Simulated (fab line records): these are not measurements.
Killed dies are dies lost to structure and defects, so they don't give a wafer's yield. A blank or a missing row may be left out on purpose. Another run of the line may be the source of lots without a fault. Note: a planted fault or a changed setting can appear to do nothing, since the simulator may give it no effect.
One fault seen from 2 desks :: flow berkeley-cmos170 :: what lay behind the numbers comes last; until then each desk has only its own

## AT THE METROLOGY DESK
What the gauges read for every lot (on any tool): the sampled wafers with a number, averaged. If a lot's mean is further than 4 standard deviations from the usual mean, the lot is out of limits and carries the mark OUT (the distance appears in the brackets).
Columns: A = CONTACT_PSG_THK at UCB170_CONTACT_THK_MEAS_02, usual 699 nm
lot: L235
first seen here: day 8 00:27
A: 696

lot: L244
first seen here: day 9 18:04
A: 721

lot: L242
first seen here: day 9 18:05
A: 723

lot: L243
first seen here: day 9 22:50
A: 715

lot: L255
first seen here: day 12 06:50
A: 696
This desk's finding: nothing out of limits on any of the 5 lots.

## AT THE TOOL OWNER'S DESK: lpcvd-02
The tool's own readings at UCB170_CONTACT_CVD_01 (deposits PSG from SiH4/O2/PH3, target thk 700 nm, time 2820 s): means of the sampled wafers that have a number, for each lot that ran on this tool. If a lot's mean is further than 4 standard deviations from the usual mean, the lot is out of limits and carries the mark OUT (the distance appears in the brackets).
Columns: A = ph3-flow-sccm at UCB170_CONTACT_CVD_01, usual 25.00 sccm; B = pressure-mtorr at UCB170_CONTACT_CVD_01, usual 300.0 mTorr
lot: L235
first seen here: day 7 22:40
A: 24.94
B: 299.4

lot: L242
first seen here: day 9 16:17
A: 29.98 (+69) OUT
B: 300.5

lot: L244
first seen here: day 9 16:17
A: 29.89 (+68) OUT
B: 300.3

lot: L243
first seen here: day 9 21:02
A: 30.02 (+70) OUT
B: 299.6
Finding of this desk: L242, L243, L244 out of limits; the first was L242 at day 9 16:17, on ph3-flow-sccm at UCB170_CONTACT_CVD_01. In limits: L235.

## ALL TOGETHER
The tool owner's desk could have raised an alarm at day 9 16:17, on L242, L243, L244.
Nothing out of limits was seen by the metrology desk.
The metrology desk has L242, L243, L244 on record, within its limits.
The lots listed all ran UCB170_CONTACT_CVD_01 on lpcvd-02.

## WHAT THE SIMULATOR PUT IN
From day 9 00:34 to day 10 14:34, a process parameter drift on lpcvd-02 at UCB170_CONTACT_CVD_01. A move of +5 in setting ph3-flow-sccm, from 25.
Struck lots among those shown: L242, L243, L244.
Each desk's first reading out of limits, in hours after the fault started: the tool owner's desk, 16.
